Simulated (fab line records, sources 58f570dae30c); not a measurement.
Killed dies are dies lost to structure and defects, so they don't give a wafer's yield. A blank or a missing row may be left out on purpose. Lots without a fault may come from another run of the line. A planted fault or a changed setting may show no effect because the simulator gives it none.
Which tool did it? | flow berkeley_cmos170 | 12 lots, 36 wafers sampled, at 5 steps of a route of 331

WHAT THE GAUGES READ, wafer by wafer
UCB170_PWELL_TW_MEAS_17. Usual: PWELL_TW 383.0, standard deviation 2.6.
lot  | measured    | on            | PWELL_TW          | flag
L650 | day 2 21:41 | film_metro-01 | 385.6 385.9 386.0 |
L651 | day 3 05:05 | film_metro-04 | 382.7 383.9 381.9 |
L652 | day 3 04:53 | film_metro-01 | 386.8 385.8 385.5 |
L653 | day 3 14:07 | film_metro-04 | 385.4 380.2 382.0 |
L654 | day 3 14:22 | film_metro-04 | 382.4 382.9 382.8 |
L655 | day 3 22:25 | film_metro-04 | 382.4 383.1 382.3 |
L656 | day 4 04:42 | film_metro-03 | 383.0 382.3 381.0 |
L657 | day 4 16:34 | film_metro-03 | 383.5 383.1 382.7 |
L658 | day 4 21:09 | film_metro-01 | 383.9 385.7 385.4 |
L659 | day 4 21:26 | film_metro-04 | 382.8 382.1 381.6 |
L660 | day 5 02:08 | film_metro-03 | 380.8 383.1 382.5 |
L666 | day 6 10:44 | film_metro-03 | 379.5 379.1 379.5 |

UCB170_ACTIVE_THK_MEAS_06. Usual: ACTIVE_NITRIDE_THK 220.8 nm, standard deviation 1.8.
lot  | measured    | on            | ACTIVE_NITRIDE_THK (nm) | flag
L650 | day 3 23:35 | film_metro-01 | 222.4 224.5 222.9       |
L651 | day 4 03:56 | film_metro-02 | 220.5 219.7 220.7       |
L652 | day 4 03:57 | film_metro-04 | 221.8 219.9 222.3       |
L653 | day 4 12:31 | film_metro-04 | 216.0 216.2 219.6       |
L654 | day 4 12:32 | film_metro-02 | 219.8 220.1 221.7       |
L655 | day 4 21:01 | film_metro-02 | 220.2 217.7 220.5       |
L656 | day 5 06:41 | film_metro-01 | 222.0 219.6 221.6       |
L657 | day 5 18:51 | film_metro-02 | 218.6 221.3 221.2       |
L658 | day 6 03:27 | film_metro-01 | 222.3 221.8 225.2       |
L659 | day 6 03:31 | film_metro-01 | 219.4 219.3 219.7       |
L660 | day 6 03:28 | film_metro-02 | 219.3 219.7 220.6       |
L666 | day 7 23:29 | film_metro-01 | 137.2 139.7 138.1       | OFF

UCB170_ACTIVE_CD_MEAS_13: target cd 1200 nm. Usual: cd_nm 1199.9 nm, standard deviation 1.2.
lot  | measured    | on        | cd_nm (nm)           | flag
L650 | day 4 00:34 | cd_sem-02 | 1198.9 1199.2 1199.2 |
L651 | day 4 06:09 | cd_sem-02 | 1198.8 1199.4 1199.5 |
L652 | day 4 06:27 | cd_sem-02 | 1198.9 1200.8 1199.4 |
L653 | day 4 13:53 | cd_sem-01 | 1199.8 1200.9 1199.6 |
L654 | day 4 14:11 | cd_sem-01 | 1198.5 1200.3 1199.7 |
L655 | day 4 21:57 | cd_sem-01 | 1199.6 1198.8 1200.6 |
L656 | day 5 07:59 | cd_sem-02 | 1201.9 1202.4 1201.1 |
L657 | day 5 20:07 | cd_sem-02 | 1201.9 1201.1 1200.5 |
L658 | day 6 05:23 | cd_sem-01 | 1200.0 1199.7 1199.6 |
L659 | day 6 05:57 | cd_sem-02 | 1199.5 1201.4 1200.3 |
L660 | day 6 05:44 | cd_sem-02 | 1199.8 1198.3 1200.0 |
L666 | day 8 00:23 | cd_sem-01 | 1199.9 1200.7 1200.6 |

WHICH TOOL RAN EACH LOT (tool, then ch and the chambers of the sampled wafers, then the start)
lot  | UCB170_ZERO_STRIP_07                | UCB170_ACTIVE_CVD_05
L650 | plasma_asher-04 ch 0,1, day 1 17:52 | lpcvd-01 ch 0, day 3 21:40
L651 | plasma_asher-04 ch 1, day 2 00:55   | lpcvd-01 ch 1, day 4 02:00
L652 | plasma_asher-04 ch 0,1, day 2 02:16 | lpcvd-01 ch 1, day 4 02:00
L653 | plasma_asher-01 ch 0,1, day 2 09:53 | lpcvd-02 ch 0, day 4 10:35
L654 | plasma_asher-04 ch 0,1, day 2 13:59 | lpcvd-02 ch 1, day 4 10:35
L655 | plasma_asher-03 ch 0,1, day 2 18:43 | lpcvd-02 ch 1, day 4 19:05
L656 | plasma_asher-04 ch 0,1, day 2 21:59 | lpcvd-02 ch 1, day 5 04:45
L657 | plasma_asher-03 ch 0,1, day 3 05:40 | lpcvd-02 ch 0, day 5 16:56
L658 | plasma_asher-04 ch 0,1, day 3 15:23 | lpcvd-02 ch 1, day 6 01:32
L659 | plasma_asher-03 ch 0,1, day 3 17:56 | lpcvd-02 ch 1, day 6 01:32
L660 | plasma_asher-03 ch 0,1, day 3 20:05 | lpcvd-02 ch 1, day 6 01:32
L666 | plasma_asher-01 ch 0,1, day 5 02:44 | lpcvd-02 ch 0, day 7 21:34
- UCB170_ZERO_STRIP_07: strips in O2.
- UCB170_ACTIVE_CVD_05: deposits Si3N4 from SiH2Cl2/NH3, target thk 220 nm, time 3300 s.

WHAT THE TOOLS THEMSELVES READ (means of the sampled wafers that have a number; where no wafer has one, the mark that the record gives instead)
UCB170_ZERO_STRIP_07. Usual: drypump_motor_current_A 5.5 A, standard deviation 0.67; oes_product_au 0.727 a.u., standard deviation 0.0048; strip_time_to_endpoint_s 21.50 s, standard deviation 0.076.
lot  | tool            | drypump_motor_current_A (A) | oes_product_au (a.u.) | strip_time_to_endpoint_s (s) | flag
L650 | plasma_asher-04 | 5.6                         | 0.727                 | 21.49                        |
L651 | plasma_asher-04 | 6.0                         | 0.725                 | 21.40                        |
L652 | plasma_asher-04 | 5.6                         | 0.727                 | 21.47                        |
L653 | plasma_asher-01 | 5.4                         | 0.728                 | 21.41                        |
L654 | plasma_asher-04 | 5.6                         | 0.727                 | 21.48                        |
L655 | plasma_asher-03 | 5.5                         | 0.724                 | 21.47                        |
L656 | plasma_asher-04 | 5.6                         | 0.725                 | 21.60                        |
L657 | plasma_asher-03 | 5.5                         | 0.731                 | 21.40                        |
L658 | plasma_asher-04 | 5.6                         | 0.726                 | 21.59                        |
L659 | plasma_asher-03 | 5.5                         | 0.728                 | 21.54                        |
L660 | plasma_asher-03 | 6.0                         | 0.728                 | 21.54                        |
L666 | plasma_asher-01 | 5.2                         | 0.727                 | 21.59                        |

UCB170_ACTIVE_CVD_05. Usual: spike_tc_centre_C 802.2 C, standard deviation 1; spike_tc_load_C 825.0 C, standard deviation 2.6; spike_tc_source_C 820.3 C, standard deviation 2.4; susceptor_temp_C 800.0 C, standard deviation 0.33; zone_power_centre_pct 40.3 %, standard deviation 2.5.
lot  | tool     | spike_tc_centre_C (C) | spike_tc_load_C (C) | spike_tc_source_C (C) | susceptor_temp_C (C) | zone_power_centre_pct (%) | flag
L650 | lpcvd-01 | 803.1                 | 818.5               | 819.0                 | 799.9                | 42.5                      |
L651 | lpcvd-01 | 802.6                 | 820.6               | 820.9                 | 800.0                | 33.9                      |
L652 | lpcvd-01 | 803.1                 | 821.2               | 822.7                 | 799.9                | 33.7                      |
L653 | lpcvd-02 | 802.1                 | 826.7               | 817.8                 | 800.3                | 39.8                      |
L654 | lpcvd-02 | 802.8                 | 826.5               | 822.0                 | 800.7                | 42.5                      |
L655 | lpcvd-02 | 801.3                 | 826.6               | 823.5                 | 800.0                | 42.0                      |
L656 | lpcvd-02 | 802.3                 | 825.7               | 822.7                 | 800.0                | 42.5                      |
L657 | lpcvd-02 | 802.1                 | 825.6               | 817.8                 | 800.0                | 39.5                      |
L658 | lpcvd-02 | 801.8                 | 826.2               | 823.8                 | 800.0                | 42.4                      |
L659 | lpcvd-02 | 801.6                 | 825.7               | 822.9                 | 799.9                | 42.5                      |
L660 | lpcvd-02 | 802.3                 | 827.0               | 822.8                 | 799.7                | 42.6                      |
L666 | lpcvd-02 | 777.1                 | 800.6               | 792.2                 | 774.9                | 38.0                      | OFF

THE ANSWER, worked out from the rows above alone
Rule: a lot is off if the mean of its wafers that have a number lies more than 3 standard deviations from the usual mean. A lot without any number at a reading at which 4 lots or more have one is off too. The other lots that the step has rows for count as sound. The gauges are gone through in route order, then the tools' own readings, and for those a lot's mean is taken as printed above. The first step at which some lot is off is used, and at that step the reading that is off furthest; a lot without a number counts as furthest.
Off: L666, at UCB170_ACTIVE_THK_MEAS_06 (ACTIVE_NITRIDE_THK).
A tool fits if, at a process step before that reading, it ran every lot that is off, and no sound lot after the first of them. The gauges at UCB170_ACTIVE_THK_MEAS_06 aren't tried: what is off there is off at UCB170_ACTIVE_CVD_05 too, on other tools, and a gauge's error can't cause that. Can't be told from this: 2 tools fit, plasma_asher-01 at UCB170_ZERO_STRIP_07, lpcvd-02 at UCB170_ACTIVE_CVD_05.

WHAT THE SIMULATOR HAD PUT IN
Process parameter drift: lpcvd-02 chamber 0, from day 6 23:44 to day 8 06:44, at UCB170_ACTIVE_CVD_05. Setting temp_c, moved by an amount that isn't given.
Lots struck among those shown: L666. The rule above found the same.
